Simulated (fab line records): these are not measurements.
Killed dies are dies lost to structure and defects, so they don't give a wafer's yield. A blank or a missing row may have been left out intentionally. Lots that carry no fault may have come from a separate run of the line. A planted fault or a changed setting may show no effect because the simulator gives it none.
fab line records ; flow rit_cmos
[record] lots = 5; wafers = 15; last_day = 7
route steps=202 shown M1@185
lots that met no fault: taken from a fault-free run of the same line
start_h: start of the lot's first displayed wafer, in hours after the record's first day ; wait_h: hours elapsed since this lot's preceding step ; " as in the row above ; L1.1+2: several wafers, shown together as one row ; - either no value or no given start ; * or withheld: withheld ; < > ~ a bound
route shown NAME@n: a module of which the file shows steps, and the number in the route of the first ; usual: mean/standard deviation of fault-free wafers ; same: alike in all rows ; chamber/n: place in a boat ; sites: each site's reading ; _std_site: the values' standard deviation ; _edge_site: inner sites' mean taken away from outer sites' mean ; radius_mm: how far each site lies from the wafer's centre ; mask NAME#n: copy n ; behind: the last tool/chamber to shape the wafer ; hold: the reason the lot was held/the length of the hold in hours/how it ended ; device: whichever transistor did not switch (one of n, p or np) ; end of line: at the end of the route, the tests of the same wafers ; a step without rows: its recipe alone ; killed: at the first sort, the dies lost to defects and structure; wafer yield is something else ; map: dies across one wafer; x = killed, . = not, _ = none there
set.NAME: setting as actually run; set.NAME@STEP: the setting as run at that earlier step ; model.NAME: the simulator's own value behind a step, which no gauge read
certain route steps with their lots: each step a table, each wafer a row
services: when a tool's chamber went out of use (start_h, in hours from the record's first day, below 0 if earlier), for how many hours, and the reason
[[steps]]
[step RIT_M1_RS_MEAS_01]
[recipe] thk_meas_gauge = four-point-probe; reads = Al_of_M1_SPUTTER_00
[usual] M1_AL_RS = 0.0735/0.00072
lot.wafer;tool;chamber;start_h;wait_h;M1_AL_RS[ohm/sq]
L146.4;film_metro-04;-;69.63;0.2;0.0725
L146.5;film_metro-04;-;69.63;0.2;0.0725
L146.6;film_metro-04;-;69.63;0.2;0.0726
L148.1;film_metro-02;-;78.83;0.1;0.0736
L148.5;film_metro-02;-;78.83;0.1;0.0726
L148.6;film_metro-02;-;78.83;0.1;0.0728
L154.2;film_metro-02;-;111.36;0.2;0.0729
L154.3;film_metro-02;-;111.36;0.2;0.0733
L154.6;film_metro-02;-;111.36;0.2;0.0730
L160.2;film_metro-02;-;138.91;0.2;0.0734
L160.4;film_metro-02;-;138.91;0.2;0.0733
L160.5;film_metro-02;-;138.91;0.2;0.0731
L166.1;film_metro-03;-;174.34;0.1;0.0747
L166.3;film_metro-03;-;174.34;0.1;0.0742
L166.4;film_metro-03;-;174.34;0.1;0.0739
[step RIT_M1_THK_MEAS_02]
[recipe] thk_meas_gauge = xrf; reads = Al_of_M1_SPUTTER_00
[usual] M1_AL_THK = 399/4.4
lot.wafer;tool;chamber;start_h;wait_h;M1_AL_THK[nm]
L146.4;film_metro-04;-;69.72;0.1;405
L146.5;film_metro-04;-;69.72;0.1;404
L146.6;film_metro-04;-;69.72;0.1;403
L148.1;film_metro-02;-;78.95;0.1;399
L148.5;film_metro-02;-;78.95;0.1;403
L148.6;film_metro-02;-;78.95;0.1;402
L154.2;film_metro-02;-;111.47;0.1;402
L154.3;film_metro-02;-;111.47;0.1;399
L154.6;film_metro-02;-;111.47;0.1;398
L160.2;film_metro-02;-;139.02;0.1;399
L160.4;film_metro-02;-;139.02;0.1;401
L160.5;film_metro-02;-;139.02;0.1;403
L166.1;film_metro-03;-;174.46;0.1;393
L166.3;film_metro-03;-;174.46;0.1;396
L166.4;film_metro-03;-;174.46;0.1;400
[step RIT_M1_HMDS_03]
[recipe] prime_time_s = 60; prime_temp_c = 140
[step RIT_M1_COAT_04]
[recipe] resist = NOVOLAK; spin_rpm = 2000; resist_thk_nm = 1300
[step RIT_M1_SOFTBAKE_05]
[recipe] resist = NOVOLAK; temp_c = 90; time_s = 60
[step RIT_M1_EXPOSE_06]
[recipe] mask_id = M12; na = 0.6; source_shape = conventional; sigma_outer = 0.5; target_cd_nm = 2600; dose_mj = 250
[step RIT_M1_PEB_07]
[recipe] resist = NOVOLAK; temp_c = withheld; time_s = withheld
[step RIT_M1_DEVELOP_08]
[recipe] resist = NOVOLAK; develop_time_s = 68; dev_temp_c = 23
[step RIT_M1_CD_MEAS_09]
[recipe] target_cd_nm = 2600
[usual] cd_nm = 2599.7/2.5
lot.wafer;tool;chamber;start_h;wait_h;cd_nm
L146.4;cd_sem-02;-;70.81;-;2599.1
L146.5;cd_sem-02;-;70.81;-;2598.4
L146.6;cd_sem-02;-;70.81;-;2598.9
L148.1;cd_sem-02;-;80.08;-;2602.7
L148.5;cd_sem-02;-;80.08;-;2602.3
L148.6;cd_sem-02;-;80.08;-;2604.9
L154.2;cd_sem-02;-;112.54;-;2602.3
L154.3;cd_sem-02;-;112.54;-;2602.4
L154.6;cd_sem-02;-;112.54;-;2601.1
L160.2;cd_sem-01;-;140.02;-;2598.8
L160.4;cd_sem-01;-;140.02;-;2600.3
L160.5;cd_sem-01;-;140.02;-;2599.6
L166.1;cd_sem-01;-;175.68;-;2600.0
L166.3;cd_sem-01;-;175.68;-;2597.1
L166.4;cd_sem-01;-;175.68;-;2599.9
[step RIT_M1_OVL_MEAS_10]
[usual] M1_OVL = 0.0/1.2
lot.wafer;tool;chamber;start_h;wait_h;M1_OVL[nm]
L146.4;overlay-02;-;70.89;0.1;2.2
L146.5;overlay-02;-;70.89;0.1;1.4
L146.6;overlay-02;-;70.89;0.1;0.3
L148.1;overlay-01;-;80.20;0.1;-2.2
L148.5;overlay-01;-;80.20;0.1;-1.2
L148.6;overlay-01;-;80.20;0.1;-1.4
L154.2;overlay-02;-;112.65;0.1;-0.2
L154.3;overlay-02;-;112.65;0.1;0.4
L154.6;overlay-02;-;112.65;0.1;0.6
L160.2;overlay-01;-;140.13;0.1;0.8
L160.4;overlay-01;-;140.13;0.1;1.7
L160.5;overlay-01;-;140.13;0.1;1.7
L166.1;overlay-01;-;175.80;0.1;-0.9
L166.3;overlay-01;-;175.80;0.1;-1.1
L166.4;overlay-01;-;175.80;0.1;1.0
[step RIT_M1_HARDBAKE_11]
[recipe] resist = NOVOLAK; temp_c = 140; time_s = 120
[step RIT_M1_METAL_ETCH_12]
[recipe] stop_on = SiO2; chemistry = Cl2/BCl3; target = Al; time_s = 165; over_etch_frac = 0.5; pressure_mtorr = 100; target_depth_a = 6000; rf_w = 250; Cl2_flow_sccm = 60; bcl3_flow_sccm = 50
[usual] drypump_motor_current_A = 5.8/0.47; oes_product_au = 0.779/0.011; throttle_valve_pct = 8.28/0.11
lot.wafer;tool;chamber;start_h;wait_h;drypump_motor_current_A;oes_product_au;rf_hours_counter_h;throttle_valve_pct
L146.4;rie_metal-01;0;71.21;0.1;6.0;0.768;-;8.23
L146.5;rie_metal-01;1;71.21;0.1;5.8;0.785;-;8.25
L146.6;rie_metal-01;0;71.21;0.1;6.0;0.763;-;8.21
L148.1;rie_metal-02;1;80.49;0.2;6.6;0.774;3;8.24
L148.5;rie_metal-02;0;80.49;0.2;5.0;0.781;-;8.36
L148.6;rie_metal-02;1;80.49;0.2;6.7;0.784;-;8.24
L154.2;rie_metal-02;1;113.16;0.2;6.7;0.772;3;8.24
L154.3;rie_metal-02;0;113.16;0.2;5.1;0.784;-;8.37
L154.6;rie_metal-02;1;113.16;0.2;6.7;0.769;-;8.24
L160.2;rie_metal-02;0;140.41;0.2;5.1;0.782;3;8.36
L160.4;rie_metal-02;0;140.41;0.2;5.1;0.780;-;8.37
L160.5;rie_metal-02;0;140.41;0.2;5.1;0.786;-;8.36
L166.1;rie_metal-03;0;176.08;0.2;5.8;0.776;2;8.46
L166.3;rie_metal-03;1;176.08;0.2;5.7;0.777;-;8.13
L166.4;rie_metal-03;0;176.08;0.2;5.8;0.768;-;8.44
[step RIT_M1_STRIP_13]
[recipe] chemistry = nmp; resist = NOVOLAK; temp_c = 80; time_s = 600; dry = n2_spin
[usual] bath_guard_temp_C = 80.0/0.47; run_length_s = 628/4
lot.wafer;tool;chamber;start_h;wait_h;bath_guard_temp_C;run_length_s
L146.4;wet_bench-01;3;71.32;0.1;79.5;632
L146.5;wet_bench-01;3;71.32;0.1;79.9;632
L146.6;wet_bench-01;3;71.32;0.1;79.8;632
L148.1;wet_bench-01;2;80.65;0.1;80.6;633
L148.5;wet_bench-01;2;80.65;0.1;80.3;633
L148.6;wet_bench-01;2;80.65;0.1;80.2;633
L154.2;wet_bench-03;3;113.33;0.1;79.5;624
L154.3;wet_bench-03;3;113.33;0.1;79.3;624
L154.6;wet_bench-03;3;113.33;0.1;79.4;624
L160.2;wet_bench-03;0;140.57;0.1;80.3;469
L160.4;wet_bench-03;0;140.57;0.1;80.3;469
L160.5;wet_bench-03;0;140.57;0.1;80.5;469
L166.1;wet_bench-02;3;176.25;0.1;80.1;626
L166.3;wet_bench-02;3;176.25;0.1;80.0;626
L166.4;wet_bench-02;3;176.25;0.1;80.1;626
[step RIT_M1_STRIP_14]
[recipe] chemistry = O2; time_s = 180; platen_temp_c = withheld; power_w = 500; pressure_mtorr = 4000; o2_flow_sccm = 4000
[usual] drypump_motor_current_A = 6.1/0.57; run_length_s = 208.3/0.32
lot.wafer;tool;chamber;start_h;wait_h;drypump_motor_current_A;rf_hours_counter_h;run_length_s
L146.4;plasma_asher-04;0;71.57;0.1;6.4;-;208.8
L146.5;plasma_asher-04;1;71.57;0.1;6.6;-;208.8
L146.6;plasma_asher-04;0;71.57;0.1;6.4;-;208.4
L148.1;plasma_asher-03;0;80.84;0.0;6.7;45;207.9
L148.5;plasma_asher-03;0;80.84;0.0;6.7;-;207.8
L148.6;plasma_asher-03;1;80.84;0.0;5.5;-;208.7
L154.2;plasma_asher-03;0;113.50;0.0;6.7;49;207.8
L154.3;plasma_asher-03;0;113.50;0.0;6.7;-;207.9
L154.6;plasma_asher-03;1;113.50;0.0;5.5;-;208.3
L160.2;plasma_asher-04;1;140.76;0.0;6.6;37;208.6
L160.4;plasma_asher-04;1;140.76;0.0;6.6;-;208.5
L160.5;plasma_asher-04;1;140.76;0.0;6.6;-;208.6
L166.1;plasma_asher-03;1;176.42;0.0;5.5;55;208.7
L166.3;plasma_asher-03;0;176.42;0.0;6.7;-;208.5
L166.4;plasma_asher-03;1;176.42;0.0;5.5;-;209.0
[step RIT_M1_PROBE_99]
[usual] defect_limited_yield = 97.5/1.2; killed_at_contacts = 0.1/0.24; killed_at_front_end = 7/3.1; killed_dies = 7/3.1; killed_open = 3.3/2; killed_short = 3.4/2.1; sort_bin_3_pad_short = 0.1/0.21; sort_bin_5_function = 1.4/0.79; sort_bin_6_memory = 1.0/0.65; sort_n_pass = 257/3.1; sort_yield_pct = 97.5/1.2
[same] gross_dies = 264; killed_at_M0_to_M3 = 0; killed_at_M4_up = 0; killed_at_back_side = 0; killed_at_other = 0
lot.wafer;tool;chamber;start_h;wait_h;defect_limited_yield[%];killed_at_contacts;killed_at_front_end;killed_dies;killed_open;killed_short;sort_bin_3_pad_short[%];sort_bin_5_function[%];sort_bin_6_memory[%];sort_n_pass;sort_yield_pct[%]
L146.4;prober-02;-;74.19;0.2;96.6;0;9;9;4;5;0;1.1;2.3;255;96.6
L146.5;prober-02;-;74.24;0.2;95.8;0;11;11;5;6;0;2.7;1.5;253;95.8
L146.6;prober-02;-;74.29;0.2;98.5;0;4;4;2;2;0;0.8;0.8;260;98.5
L148.1;prober-02;-;82.76;0.1;96.2;0;10;10;4;6;0.4;2.7;0.8;254;96.2
L148.5;prober-02;-;82.96;0.2;97.3;0;7;7;4;3;0;1.5;1.1;257;97.3
L148.6;prober-02;-;83.01;0.2;94.7;0;14;14;8;6;0.4;2.7;2.3;250;94.7
L154.2;prober-01;-;115.47;0.1;98.9;0;3;3;3;0;0;0.4;0.8;261;98.9
L154.3;prober-01;-;115.52;0.2;97.7;1;5;6;4;2;0;1.5;0.8;258;97.7
L154.6;prober-01;-;115.67;0.2;96.2;0;10;10;6;4;0;2.7;1.1;254;96.2
L160.2;prober-01;-;143.72;0.1;97.3;0;7;7;6;1;0;1.9;0.8;257;97.3
L160.4;prober-01;-;143.82;0.2;98.5;0;4;4;1;3;0.4;0.4;0.8;260;98.5
L160.5;prober-01;-;143.87;0.2;97.7;0;6;6;3;3;0;1.1;1.1;258;97.7
L166.1;prober-01;-;178.67;0.1;96.2;0;10;10;1;9;1.1;1.1;1.5;254;96.2
L166.3;prober-01;-;178.77;0.2;97.3;0;7;7;2;5;0;1.5;1.1;257;97.3
L166.4;prober-01;-;178.82;0.2;95.8;0;11;11;6;5;0;3.0;1.1;253;95.8
// killed by level:class
L146.4 FOX1:geometric_particle:short=2 GATE:geometric_particle:short=2 FOX1:geometric_particle:open=1 FOX2:geometric_particle:open=1 GATE:geometric_particle:open=1 REOX:geometric_particle:short=1 SPACER:geometric_particle:open=1
L146.5 REOX:geometric_particle:short=2 FOX1:geometric_particle:short=1 FOX1:geometric_particle:open=1 FOX2:geometric_particle:short=1 FOX2:geometric_particle:open=1 GATE:geometric_particle:open=1 REOX:geometric_particle:open=1 SPACER:geometric_particle:short=1
L146.6 FOX1:geometric_particle:short=1 GATE:geometric_particle:open=1 GATE:geometric_particle:short=1 REOX:geometric_particle:open=1
L148.1 FOX2:geometric_particle:short=3 FOX1:geometric_particle:open=1 FOX2:geometric_particle:open=1 GATE:geometric_particle:short=1 REOX:geometric_particle:open=1 SPACER:geometric_particle:short=1 SPACER:geometric_particle:open=1 SILICIDE:geometric_particle:short=1
L148.5 FOX1:geometric_particle:short=2 REOX:geometric_particle:open=2 FOX1:geometric_particle:open=1 GATE:geometric_particle:short=1 SPACER:geometric_particle:open=1
L148.6 FOX1:geometric_particle:short=2 GATE:geometric_particle:open=2 SPACER:geometric_particle:open=2 SILICIDE:geometric_particle:open=2 FOX1:geometric_particle:open=1 FOX2:geometric_particle:short=1 FOX2:geometric_particle:open=1 GATE:geometric_particle:short=1
L154.2 REOX:geometric_particle:open=2 GATE:geometric_particle:open=1
L154.3 REOX:geometric_particle:open=2 FOX1:geometric_particle:open=1 GATE:geometric_particle:open=1 GATE:geometric_particle:short=1 CONTACT:geometric_particle:short=1
L154.6 REOX:geometric_particle:open=3 FOX1:geometric_particle:open=2 GATE:geometric_particle:short=2 FOX1:geometric_particle:short=1 GATE:geometric_particle:open=1 REOX:geometric_particle:short=1
L160.2 GATE:geometric_particle:open=2 FOX1:geometric_particle:short=1 FOX1:geometric_particle:open=1 FOX2:geometric_particle:open=1 REOX:geometric_particle:open=1 SILICIDE:geometric_particle:open=1
L160.4 FOX2:geometric_particle:short=1 GATE:geometric_particle:short=1 SPACER:geometric_particle:open=1 SILICIDE:geometric_particle:short=1
L160.5 GATE:geometric_particle:open=2 GATE:geometric_particle:short=1 REOX:geometric_particle:short=1 SPACER:geometric_particle:open=1 SILICIDE:geometric_particle:short=1
L166.1 FOX1:geometric_particle:short=5 GATE:geometric_particle:short=2 SPACER:geometric_particle:short=2 GATE:geometric_particle:open=1
L166.3 FOX1:geometric_particle:open=2 GATE:geometric_particle:short=2 FOX1:geometric_particle:short=1 REOX:geometric_particle:short=1 SPACER:geometric_particle:short=1
L166.4 GATE:geometric_particle:open=4 FOX1:geometric_particle:short=1 FOX2:geometric_particle:short=1 GATE:geometric_particle:short=1 REOX:geometric_particle:short=1 SPACER:geometric_particle:open=1 SILICIDE:geometric_particle:open=1 SILICIDE:geometric_particle:short=1
[[services]]
tool;chamber;start_h;hours;kind
rie_metal-02;-;71.71;2.8;pm
plasma_asher-04;-;87.09;2.8;pm
rie_metal-01;0;94.32;30.1;repair
plasma_asher-04;-;114.73;0.3;repair
plasma_asher-04;-;115.27;2.3;repair
plasma_asher-03;-;117.44;8.2;repair
rie_metal-01;-;136.12;20.0;pm
rie_metal-01;0;136.12;20.0;vent_cycle
rie_metal-01;1;136.12;20.0;vent_cycle
rie_metal-01;0;156.12;-;clean
rie_metal-01;1;156.12;-;clean
[[key]]
[first_sign] step = RIT_M1_STRIP_13; reading = run_length_s; direction = down; sigmas = 40; usual = *; struck = *
effect none on later readings
met_at RIT_M1_STRIP_13
struck_wafers L160.2,L160.4,L160.5
[fault] kind = process_parameter_drift; tool = wet_bench-03; chamber = 0; onset_h = 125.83; steps = RIT_M1_STRIP_13; channel = time_s; offset = *; shape = step; end_h = 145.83; acts_in = *; stated = *
